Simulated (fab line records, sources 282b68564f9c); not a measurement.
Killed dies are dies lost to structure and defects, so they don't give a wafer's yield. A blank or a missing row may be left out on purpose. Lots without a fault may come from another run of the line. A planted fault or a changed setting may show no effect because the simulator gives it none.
Chamber matching | flow rit_cmos | RIT_ACTIVE_ETCH_13 on rie_diel-03: 4 sister chambers
The step etches Si3N4 in SF6, stops on SiO2, time 210 s, target depth 210 nm. 14 wafers are shown with their chamber, then 7 later ones without.

WAFERS WITH THEIR CHAMBER
wafer  | chamber | drypump_motor_current_A (A) | throttle_valve_pct (%) | oes_product_au (a.u.)
L895.1 | 3       | 6.4                         | 7.40                   | 0.810
L895.5 | 3       | 6.3                         | 7.40                   | 0.807
L895.6 | 2       | 5.1                         | 7.61                   | 0.799
L899.1 | 2       | 5.1                         | 7.62                   | 0.804
L899.2 | 3       | 6.3                         | 7.39                   | 0.811
L899.3 | 0       | 5.0                         | 7.58                   | 0.841
L900.1 | 3       | 6.3                         | 7.40                   | 0.818
L900.2 | 0       | 5.0                         | 7.57                   | 0.843
L900.3 | 2       | 5.1                         | 7.64                   | 0.798
L909.2 | 2       | 5.2                         | 7.63                   | 0.812
L909.3 | 1       | 4.9                         | 7.57                   | 0.821
L909.6 | 1       | 4.9                         | 7.56                   | 0.827
L911.1 | 2       | 5.1                         | 7.61                   | 0.812
L911.4 | 0       | 5.0                         | 7.58                   | 0.838

SIGNATURES (means of the wafers above)
reading                 | chamber 0 | chamber 1 | chamber 2 | chamber 3 | scatter within a chamber
drypump_motor_current_A | 5.000     | 4.900     | 5.120     | 6.325     | 0.0394
throttle_valve_pct      | 7.5767    | 7.5650    | 7.6220    | 7.3975    | 0.00934
oes_product_au          | 0.84067   | 0.82400   | 0.80500   | 0.81150   | 0.00529
Rule: a wafer's distance from a chamber is the root of the sum, over the readings, of the square of ((its reading less the chamber's mean) divided by the reading's scatter). The wafer belongs to the nearest chamber; if the next one is less than 2 further off, it can't be placed. The scatter: the root of (the sum of the squares of (reading less its chamber's mean) over the shown wafers, divided by (wafers less chambers)).

WAFERS WITHOUT THEIR CHAMBER
wafer  | drypump_motor_current_A (A) | throttle_valve_pct (%) | oes_product_au (a.u.)
L911.5 | 5.0                         | 7.57                   | 0.833
L915.1 | 5.0                         | 7.56                   | 0.819
L915.3 | 6.3                         | 7.40                   | 0.812
L915.5 | 5.2                         | 7.65                   | 0.803
L916.2 | 4.9                         | 7.57                   | 0.826
L916.3 | 6.3                         | 7.41                   | 0.821
L916.6 | 6.3                         | 7.40                   | 0.818

WHICH CHAMBER EACH WENT THROUGH
wafer  | from the rows above     | in truth
L911.5 | can't be placed: 0 or 1 | 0
L915.1 | can't be placed: 1 or 0 | 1
L915.3 | 3                       | 3
L915.5 | 2                       | 2
L916.2 | 1                       | 1
L916.3 | 3                       | 3
L916.6 | 3                       | 3
Placed correctly: 5 of 7. Can't be placed from these rows: 2 (the true chamber is among the candidates in 2). Placed wrongly: 0.
